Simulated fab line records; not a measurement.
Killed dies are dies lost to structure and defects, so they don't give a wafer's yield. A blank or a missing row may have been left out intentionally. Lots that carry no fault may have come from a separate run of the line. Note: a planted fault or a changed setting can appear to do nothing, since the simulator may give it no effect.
A lot that was struck, set against a sound lot | flow berkeley-cmos170 | 16 out of 331 route steps
Sound: wafers L259.1, L259.4, L259.6. Wafers struck: L262.3, L262.4, L262.6. The cause is given at the end.
For every step that has rows: the tool of each side, followed by ch and its chambers, followed by its first start. Under that, the readings that differ: sound wafers | struck wafers | difference of the means | sigmas: that difference in standard deviations of wafers without a fault.
alike: words and numbers the same on both sides, and readings whose means are apart by under 2 such deviations; not compared: readings that were withheld, readings missing a value for some wafer, numbers with overlapping values and no deviation given by the record, and bounds like >300 which may hide the same value.
A row with sigmas, a row that says differs or no value, or rows on one side alone: a step with any of these is where the two part. When numbers do not overlap yet have no deviation, they are printed without sigmas and do not part them. Lack of a reading on every wafer of one side parts them only where that side has two or more wafers.

first, 2 steps without rows for these wafers: UCB170_GATE_ANNEAL_03 (time 1800 s); UCB170_GATE_CVD_04 (deposits poly-Si from SiH4, time 1440 s, target thk 214 nm).
UCB170_GATE_THK_MEAS_05:
  sound: film-metro-01 at day 8 21:21; struck: film-metro-03 at day 8 23:44
  alike: GATE_POLY_THK
then, 6 steps without rows for these wafers: UCB170_GATE_COAT_06; UCB170_GATE_COAT_07 (resist thk 900 nm); UCB170_GATE_SOFTBAKE_08 (time 60 s); UCB170_GATE_EXPOSE_09 (exposes mask POLY, target cd 350 nm); UCB170_GATE_PEB_10; UCB170_GATE_DEVELOP_11 (develop time 45 s).
UCB170_GATE_CD_MEAS_12: target cd 350 nm.
  sound: cd-sem-01 at day 8 22:35; struck: cd-sem-02 at day 9 00:45
  alike: cd-nm
UCB170_GATE_OVL_MEAS_13:
  sound: overlay-01 at day 8 22:43; struck: overlay-01 at day 9 00:50
  alike: GATE_OVL
UCB170_GATE_ETCH_14: etches BARC in N2/H2.
  sound on rie-diel-02 ch 0,1, day 8 22:45; struck on rie-diel-04 ch 0,1,2, day 9 00:52
  reading                | sound             | struck            | difference | sigmas
  throttle-valve-pct (%) | 13.70 13.52 13.52 | 13.05 12.93 13.15 | -0.54      | -2
  alike: bias-w, chamber-pressure-mTorr, drypump-motor-current-A, oes-product-au
UCB170_GATE_ETCH_15: etches poly-Si in HBr/Cl2, stops on SiO2, time 56.3 s, target depth 278.2 nm.
  sound on rie-si-01 ch 0,2, day 8 22:47; struck on rie-si-02 ch 0,3, day 9 00:54
  no value came back on the struck wafers for any of 5 readings (HBr_flow_sccm (sccm), bias-w (W) and others); on the sound wafers HBr_flow_sccm (sccm) reads 149.5 150.1 149.9
  reading                               | sound           | struck          | difference | sigmas
  model.KrF_of_GATE_COAT_07.thk-nm (nm) | 780.2 777.9 781 | 884 883.7 889.8 | +106       |
  not compared: rf-hours-counter-h
UCB170_GATE_STRIP_16: strips in O2.
  sound on plasma-asher-04 ch 0,1, day 8 22:50; struck on plasma-asher-03 ch 0,1, day 9 00:59
  alike: drypump-motor-current-A, oes-product-au
  not compared: rf-hours-counter-h
UCB170_GATE_CD_MEAS_90: target cd 350 nm.
  sound: cd-sem-02 at day 8 23:07; struck: cd-sem-02 at day 9 01:05
  reading    | sound             | struck | difference                    | sigmas
  cd-nm (nm) | 349.4 349.4 349.4 | - - -  | no value on the struck wafers |
then, 1 step without rows for these wafers: UCB170_GATE_CLEAN_17 (cleans in SPM, time 600 s).

## WHERE THEY PART
Earliest at UCB170_GATE_ETCH_14; latest, in this record, at UCB170_GATE_CD_MEAS_90.

WHY: what the simulator had put in
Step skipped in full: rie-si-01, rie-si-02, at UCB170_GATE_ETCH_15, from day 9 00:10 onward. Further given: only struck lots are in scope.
